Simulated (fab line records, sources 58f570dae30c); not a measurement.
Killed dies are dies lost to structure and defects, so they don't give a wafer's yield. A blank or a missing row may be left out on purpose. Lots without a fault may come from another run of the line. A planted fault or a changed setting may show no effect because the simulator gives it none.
One fault seen from 2 desks | flow berkeley_cmos170 | each desk has only its own numbers; what lay behind them comes last

THE TOOL OWNER'S DESK: implanter-02
The tool's own readings at UCB170_NLDD_IMPLANT_08: means of the sampled wafers that have a number, for each lot that ran on this tool. A lot is out of limits, marked OUT, if its mean lies more than 4 standard deviations from the usual mean; the brackets give that distance.
Columns: A = beam_energy_keV at UCB170_NLDD_IMPLANT_08, usual 29.999
lot  | first seen here | A
L776 | day 7 19:07     | 29.993
L777 | day 8 03:07     | 30.006
L784 | day 9 04:53     | 30.005
L790 | day 11 04:24    | 40.504 (+99 or more) OUT
L795 | day 12 09:24    | 40.488 (+99 or more) OUT
This desk's finding: out of limits on L790, L795; first on L790, day 11 04:24 (beam_energy_keV at UCB170_NLDD_IMPLANT_08). In limits: L776, L777, L784.

THE METROLOGY DESK
What the gauges read, lot by lot, whatever tool the lot ran on: means of the sampled wafers that have a number. A lot is out of limits, marked OUT, if its mean lies more than 4 standard deviations from the usual mean; the brackets give that distance.
Columns: A = NLDD_TW at UCB170_NLDD_TW_MEAS_11, usual 2210; B = SPACER_TEOS_THK at UCB170_SPACER_THK_MEAS_01, usual 376 nm; C = NLDD_RS at UCB170_SDANNEAL_RS_MEAS_05, usual 615.9 ohm/sq
lot  | first seen here | A               | B   | C
L773 | day 7 10:25     | 2180            | 370 | 615.9
L774 | day 7 19:13     | 2206            | 376 | 618.2
L776 | day 7 19:30     | 2179            | 382 | 617.2
L775 | day 7 19:44     | 2186            | 372 | 616.5
L778 | day 8 03:20     | 2188            | 374 | 617.3
L777 | day 8 03:29     | 2208            | 383 | 613.2
L780 | day 8 15:15     | 2235            | 387 | 615.0
L779 | day 8 15:22     | 2210            | 375 | 615.6
L784 | day 9 05:16     | 2192            | 371 | 613.6
L783 | day 9 05:19     | 2252            | 372 | 614.8
L785 | day 9 13:36     | 2199            | 383 | 616.5
L791 | day 10 19:51    | 2187            | 374 | 616.5
L790 | day 11 04:47    | 2322 (+4.3) OUT | 383 | 577.5 (-27) OUT
L795 | day 12 09:46    | 2343 (+5.1) OUT | 374 | 577.7 (-27) OUT
This desk's finding: out of limits on L790, L795; first on L790, day 11 04:47 (NLDD_TW at UCB170_NLDD_TW_MEAS_11). In limits: L773, L774, L776, L775, L778, L777, L780, L779, L784, L783, L785, L791.

PUT TOGETHER
The tool owner's desk could have raised an alarm at day 11 04:24, on L790, L795.
The metrology desk could have raised an alarm at day 11 04:47, on L790, L795.
Of the lots named, all ran UCB170_NLDD_IMPLANT_08 on implanter-02.

WHAT THE SIMULATOR HAD PUT IN
Process parameter drift: implanter-02, from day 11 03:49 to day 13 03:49, at UCB170_NLDD_IMPLANT_08. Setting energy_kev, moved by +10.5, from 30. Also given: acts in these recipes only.
Lots struck among those shown: L790, L795.
Hours from the fault's start to each desk's first reading out of limits: the tool owner's desk, 1; the metrology desk, 1.
